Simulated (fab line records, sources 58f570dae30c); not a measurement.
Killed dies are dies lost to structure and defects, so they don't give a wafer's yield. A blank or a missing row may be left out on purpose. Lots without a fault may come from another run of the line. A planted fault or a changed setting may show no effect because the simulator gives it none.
Split-lot experiment | flow berkeley_cmos170 | 5 lots, 23 wafers read, on a route of 331 steps

THE SPLIT
At UCB170_PWELL_CVD_05 (deposits Si3N4 from SiH2Cl2/NH3, target thk 220 nm, time 3300 s), the setting time_s was moved away from the recipe's 3300 s on 20 of the 23 wafers read, by -14.8% to -7.7%. The other wafers ran this setting at the recipe's value.

The file shows no step between the split and the reading.

THE READING
PWELL_NITRIDE_THK, in nm, at UCB170_PWELL_THK_MEAS_06. Fault-free wafers of this fab line usually give 219.6 nm, standard deviation 2.1 nm.

wafer  | tool, chamber at the split | time_s as run, s | against the recipe | PWELL_NITRIDE_THK, nm | against lot-mates on the recipe
L074.1 | -, -                       | 2840             | -13.9%             | 190.1                 | no lot-mate on the recipe
L074.2 | -, -                       | 2840             | -13.9%             | 188.2                 | no lot-mate on the recipe
L074.3 | -, -                       | 2840             | -13.9%             | 188.9                 | no lot-mate on the recipe
L074.4 | -, -                       | 2840             | -13.9%             | 189.1                 | no lot-mate on the recipe
L074.6 | -, -                       | 2840             | -13.9%             | 188.1                 | no lot-mate on the recipe
L075.1 | -, -                       | 3045             | -7.7%              | 200.8                 | no lot-mate on the recipe
L075.2 | -, -                       | 3045             | -7.7%              | 200.8                 | no lot-mate on the recipe
L075.3 | -, -                       | 3045             | -7.7%              | 202.1                 | no lot-mate on the recipe
L075.5 | -, -                       | 3045             | -7.7%              | 202.2                 | no lot-mate on the recipe
L075.6 | -, -                       | 3045             | -7.7%              | 201.6                 | no lot-mate on the recipe
L076.1 | -, -                       | 2886             | -12.5%             | 196.9                 | no lot-mate on the recipe
L076.2 | -, -                       | 2886             | -12.5%             | 196.0                 | no lot-mate on the recipe
L076.3 | -, -                       | 2886             | -12.5%             | 195.2                 | no lot-mate on the recipe
L076.4 | -, -                       | 2886             | -12.5%             | 195.5                 | no lot-mate on the recipe
L076.5 | -, -                       | 2886             | -12.5%             | 196.1                 | no lot-mate on the recipe
L084.1 | lpcvd-01, 1                | 3300             | recipe             | 221.5                 | -
L084.3 | lpcvd-01, 1                | 3300             | recipe             | 220.5                 | -
L084.6 | lpcvd-01, 1                | 3300             | recipe             | 220.9                 | -
L085.1 | -, -                       | 2811             | -14.8%             | 185.5                 | no lot-mate on the recipe
L085.2 | -, -                       | 2811             | -14.8%             | 185.8                 | no lot-mate on the recipe
L085.3 | -, -                       | 2811             | -14.8%             | 187.1                 | no lot-mate on the recipe
L085.4 | -, -                       | 2811             | -14.8%             | 184.5                 | no lot-mate on the recipe
L085.6 | -, -                       | 2811             | -14.8%             | 186.4                 | no lot-mate on the recipe

THE FIT
A straight line over all 23 wafers: PWELL_NITRIDE_THK changes by +2.23 nm for each +1% of time_s; r = +0.98; the points scatter about the line by 2.2 nm.
Too few moved wafers have a lot-mate on the recipe to fit a line with each lot's own level taken away.

THE WHOLE CHAIN: every reading that the file lists as answering this split, in the file's order
step                     | what it does                                                               | reading                                                                       | change (the file's fit)              | r (the file's)
UCB170_PWELL_CVD_05      | deposits Si3N4 from SiH2Cl2/NH3, target thk 220 nm, time 3300 s            | Si3N4_of_PWELL_CVD_05.thk_nm (the simulator's own value, which no gauge read) | +2.23 nm for each +1% of the setting | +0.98
UCB170_PWELL_THK_MEAS_06 |                                                                            | PWELL_NITRIDE_THK                                                             | +2.23 for each +1% of the setting    | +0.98
UCB170_PWELL_ETCH_14     | etches Si3N4 in CH3F/Ar/O2, stops on SiO2, target depth 242 nm, time 151 s | etch.depth_nm (the simulator's own value, which no gauge read)                | +2.23 nm for each +1% of the setting | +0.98

THE FILE'S OWN FIT
PWELL_NITRIDE_THK changes by +2.23 nm for each +1% of time_s, r = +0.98.
